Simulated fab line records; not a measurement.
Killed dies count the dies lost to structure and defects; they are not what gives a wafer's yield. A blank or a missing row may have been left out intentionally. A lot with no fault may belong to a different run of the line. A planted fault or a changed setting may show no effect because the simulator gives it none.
Which tool did it? | flow rit cmos | 21 wafers from 7 lots sampled at 2 of the route's 202 steps

== WHAT THE GAUGES SHOWED, per wafer ==
RIT_PLDD_OVL_MEAS_06.
lot  | measured    | on         | PLDD_OVL (nm)
L768 | day 3 23:40 | overlay-02 | 0.0 0.0 1.3
L772 | day 4 16:28 | overlay-01 | - - -
L775 | day 5 08:51 | overlay-01 | -2.2 -4.3 -1.5
L779 | day 6 03:20 | overlay-01 | -1.6 -0.1 -3.1
L782 | day 6 17:56 | overlay-01 | 1.2 -0.1 0.6
L784 | day 7 04:53 | overlay-02 | -2.2 -1.9 -1.9
L786 | day 7 14:06 | overlay-02 | 0.1 0.4 1.1

== WHAT TOOL EACH LOT RAN ON (gives the tool, then ch and the chambers of the sampled wafers, and finally the start) ==
lot  | RIT_PLDD_COAT_01
L768 | litho track-04 ch 0, day 3 22:51
L772 | litho track-04, day 4 15:38
L775 | litho track-01 ch 0, day 5 08:00
L779 | litho track-01 ch 0, day 6 02:40
L782 | litho track-04 ch 0, day 6 17:01
L784 | litho track-02 ch 0, day 7 03:55
L786 | litho track-04 ch 0, day 7 13:24
- RIT_PLDD_COAT_01: resist thk 1000 nm.

== THE ANSWER, worked out from the rows above alone ==
Rule: usual is defined by the lots themselves. The widest of any qualifying gaps counts: lots, ordered by their means at a reading, are off when they make up no more than a third of the lots, leave a main group of 4 or more, and stand apart from it by 3 or more times the standard deviation of that group's means. A main group is skipped when, at the precision printed for the reading in the tables above, its means are all equal. Also off: a lot with no number at a reading for which 4 or more lots have one. Any other lot the step has rows for is counted as sound.
Off: at RIT_PLDD_OVL_MEAS_06 (PLDD_OVL), L772. Without a number there: L772. Mean -0.8 nm and standard deviation 1.3 in the main group.
A tool fits if, at a process step before that reading, it ran every lot that is off, and no sound lot after the first of them. Those tools and the gauges at RIT_PLDD_OVL_MEAS_06 are tried in the same way. None of those tried fits.

== WHAT THE SIMULATOR HAD PUT IN ==
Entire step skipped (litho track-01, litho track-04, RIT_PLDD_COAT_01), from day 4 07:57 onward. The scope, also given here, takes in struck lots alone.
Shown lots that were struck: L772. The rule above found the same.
